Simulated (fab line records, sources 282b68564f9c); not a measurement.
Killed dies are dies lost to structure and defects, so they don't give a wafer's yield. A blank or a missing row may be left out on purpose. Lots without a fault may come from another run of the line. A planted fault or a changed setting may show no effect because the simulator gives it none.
A struck lot beside a sound one | flow rit_cmos | 43 steps out of a route of 202
Sound: wafers L539.4, L539.5, L539.6. Struck: wafers L549.2, L549.3, L549.5. The cause comes at the end.
At each step with rows: each side's tool, then ch and its chambers, then its first start. Under that, the readings that differ: sound wafers | struck wafers | difference of the means | sigmas: that difference in standard deviations of wafers without a fault.
alike: readings whose means differ by less than 2 such deviations, and words and numbers that are the same on both sides. not compared: withheld readings, readings that some wafer has no value for, bounds like >300 that may hide the same value, and numbers for which the record gives no deviation and whose values overlap.
The two part at a step that has a row with sigmas, a row that says differs or no value, or rows on one side only. Numbers that don't overlap but have no deviation are shown without sigmas and don't part them. A reading that every wafer of one side lacks parts them only if that side has two wafers or more.

first, 2 steps without rows for these wafers: RIT_SDANNEAL_CLEAN_02 (cleans in SC2, time 600 s); RIT_SDANNEAL_RTA_03 (time 5 s).
RIT_SDANNEAL_RS_MEAS_04: measures by four-point-probe.
  sound on film_metro-04, day 4 08:38; struck on film_metro-03, day 6 10:01
  alike: PSD_RS
RIT_SDANNEAL_RS_MEAS_05: measures by four-point-probe.
  sound on film_metro-04, day 4 08:46; struck on film_metro-03, day 6 10:08
  alike: NSD_RS
RIT_SDANNEAL_RS_MEAS_06: measures by four-point-probe.
  sound on film_metro-04, day 4 08:53; struck on film_metro-03, day 6 10:16
  alike: PLDD_RS
RIT_SDANNEAL_RS_MEAS_07: measures by four-point-probe.
  sound on film_metro-04, day 4 09:00; struck on film_metro-03, day 6 10:23
  alike: NLDD_RS
then, 2 steps without rows for these wafers: RIT_SILICIDE_WET_ETCH_00 (etches SiO2 in BOE, target depth 14 nm, time 15 s); RIT_SILICIDE_SPUTTER_01 (material Ti, target thk 30 nm, time 240 s).
RIT_SILICIDE_RS_MEAS_02: measures by four-point-probe.
  sound on film_metro-02, day 4 09:17; struck on film_metro-02, day 6 10:40
  alike: SILICIDE_TI_RS
RIT_SILICIDE_THK_MEAS_03: measures by xrf.
  sound on film_metro-02, day 4 09:22; struck on film_metro-02, day 6 10:46
  alike: SILICIDE_TI_THK
RIT_SILICIDE_RTA_04: time 10 s, ramp up 5 s, ramp down 5 s.
  sound on rtp_anneal-01 ch 0, day 4 09:26; struck on rtp_anneal-01 ch 0, day 6 10:50
  alike: wafer_temp_C_max
then, 1 step without rows for these wafers: RIT_SILICIDE_WET_ETCH_05 (etches Ti in SPM, time 120 s).
RIT_SILICIDE_RTA_06: time 10 s, ramp up 5 s, ramp down 10 s.
  sound on rtp_anneal-02 ch 0, day 4 09:33; struck on rtp_anneal-02 ch 0, day 6 10:56
  reading          | sound             | struck            | difference | sigmas
  wafer_temp_C_max | 754.5 754.1 754.4 | 750.3 750.9 750.7 | -3.7       | -3
then, 1 step without rows for these wafers: RIT_CONTACT_CVD_00 (deposits SiO2 from TEOS, target thk 400 nm, time 61.82 s).
RIT_CONTACT_THK_MEAS_01:
  sound on film_metro-04, day 4 09:40; struck on film_metro-04, day 6 11:04
  alike: CONTACT_TEOS_THK
then, 6 steps without rows for these wafers: RIT_CONTACT_HMDS_02 (prime time 60 s); RIT_CONTACT_COAT_03 (resist thk 1000 nm); RIT_CONTACT_SOFTBAKE_04 (time 60 s); RIT_CONTACT_EXPOSE_05 (exposes mask M11, target cd 1000 nm); RIT_CONTACT_PEB_06; RIT_CONTACT_DEVELOP_07 (develop time 120 s).
RIT_CONTACT_CD_MEAS_08: target cd 1000 nm.
  sound on cd_sem-02, day 4 10:58; struck on cd_sem-02, day 6 12:13
  alike: cd_nm
RIT_CONTACT_OVL_MEAS_09:
  sound on overlay-02, day 4 11:03; struck on overlay-02, day 6 12:19
  alike: CONTACT_OVL
then, 1 step without rows for these wafers: RIT_CONTACT_HARDBAKE_10 (time 60 s).
RIT_CONTACT_ETCH_11: etches SiO2 in CHF3/CF4/Ar, stops on TiSi2, target depth 480 nm, time 320 s.
  sound on rie_diel-03 ch 0,2,3, day 4 11:13; struck on rie_diel-01 ch 0,1, day 6 12:30
  alike: drypump_motor_current_A, oes_product_au, throttle_valve_pct
  not compared: rf_hours_counter_h
RIT_CONTACT_STRIP_12: strips in O2, time 185.1 s.
  sound on plasma_asher-02 ch 0,1, day 4 11:28; struck on plasma_asher-03 ch 0,1, day 6 12:42
  alike: drypump_motor_current_A
  not compared: rf_hours_counter_h
RIT_CONTACT_CD_MEAS_90: target cd 1000 nm.
  sound on cd_sem-01, day 4 11:38; struck on cd_sem-01, day 6 12:53
  reading    | sound             | struck               | difference | sigmas
  cd_nm (nm) | 997.2 997.8 997.2 | 1002.4 1002.7 1001.2 | +4.7       | +2
then, 2 steps without rows for these wafers: RIT_CONTACT_CLEAN_13 (cleans in SC1, time 600 s); RIT_CONTACT_CLEAN_14 (cleans in SC2, time 600 s).
RIT_M1_SPUTTER_00: material Al, target thk 400 nm, time 500 s.
  sound on pvd_sputter-04, day 4 12:03; struck on pvd_sputter-02, day 6 13:20
  alike: throttle_valve_pct
RIT_M1_RS_MEAS_01: measures by four-point-probe.
  sound on film_metro-04, day 4 12:25; struck on film_metro-02, day 6 13:40
  alike: M1_AL_RS
RIT_M1_THK_MEAS_02: measures by xrf.
  sound on film_metro-04, day 4 12:30; struck on film_metro-02, day 6 13:46
  alike: M1_AL_THK
then, 6 steps without rows for these wafers: RIT_M1_HMDS_03 (prime time 60 s); RIT_M1_COAT_04 (resist thk 1322 nm); RIT_M1_SOFTBAKE_05 (time 60 s); RIT_M1_EXPOSE_06 (exposes mask M12, target cd 2600 nm); RIT_M1_PEB_07; RIT_M1_DEVELOP_08 (develop time 68 s).
RIT_M1_CD_MEAS_09: target cd 2600 nm.
  sound on cd_sem-02, day 4 13:35; struck on cd_sem-01, day 6 14:57
  alike: cd_nm
RIT_M1_OVL_MEAS_10:
  sound on overlay-01, day 4 13:40; struck on overlay-02, day 6 15:04
  alike: M1_OVL
then, 1 step without rows for these wafers: RIT_M1_HARDBAKE_11 (time 120 s).
RIT_M1_METAL_ETCH_12: etches Al in Cl2/BCl3, stops on SiO2, time 165 s, target depth 600 nm.
  sound on rie_metal-02 ch 0,1, day 4 13:59; struck on rie_metal-03 ch 1, day 6 15:20
  alike: drypump_motor_current_A, mfc_cl2_sccm, oes_product_au, throttle_valve_pct
  not compared: rf_hours_counter_h
RIT_M1_PROBE_99:
  sound on prober-01, day 4 16:57; struck on prober-01, day 6 17:38
  reading                           | sound             | struck            | difference | sigmas
  model.etest.npoly_sal.rs_ohm_sq   | 4.402 4.395 4.422 | 4.71 4.649 4.708  | +0.28      |
  model.etest.ppoly_sal.rs_ohm_sq   | 4.362 4.37 4.427  | 4.677 4.611 4.631 | +0.253     |
  model.etest.pplus_sal.rs_ohm_sq   | 4.374 4.327 4.417 | 4.675 4.621 4.641 | +0.273     |
  model.etest.nplus_sal.rs_ohm_sq   | 4.35 4.339 4.376  | 4.646 4.579 4.645 | +0.268     |
  model.etest.nplus_sal.line_ohm_um | 1.282 1.269 1.281 | 1.36 1.343 1.34   | +0.07      |
  model.etest.pplus_sal.line_ohm_um | 1.278 1.276 1.274 | 1.341 1.307 1.339 | +0.053     |
  model.etest.contact_pplus.rc_ohm  | 1.35 1.413 1.402  | 1.557 1.44 1.475  | +0.102     |
  alike: killed_at_contacts, killed_at_front_end, killed_dies, killed_open, killed_short
  not compared: model.etest.contact_npoly.rc_ohm

WHERE THEY PART
First at RIT_SILICIDE_RTA_06; last, within this record, at RIT_CONTACT_CD_MEAS_90. Later steps at which nothing parts them and some readings are alike: RIT_M1_SPUTTER_00, RIT_M1_RS_MEAS_01, RIT_M1_THK_MEAS_02, RIT_M1_CD_MEAS_09, RIT_M1_OVL_MEAS_10, RIT_M1_METAL_ETCH_12, RIT_M1_PROBE_99.

WHY: what the simulator had put in
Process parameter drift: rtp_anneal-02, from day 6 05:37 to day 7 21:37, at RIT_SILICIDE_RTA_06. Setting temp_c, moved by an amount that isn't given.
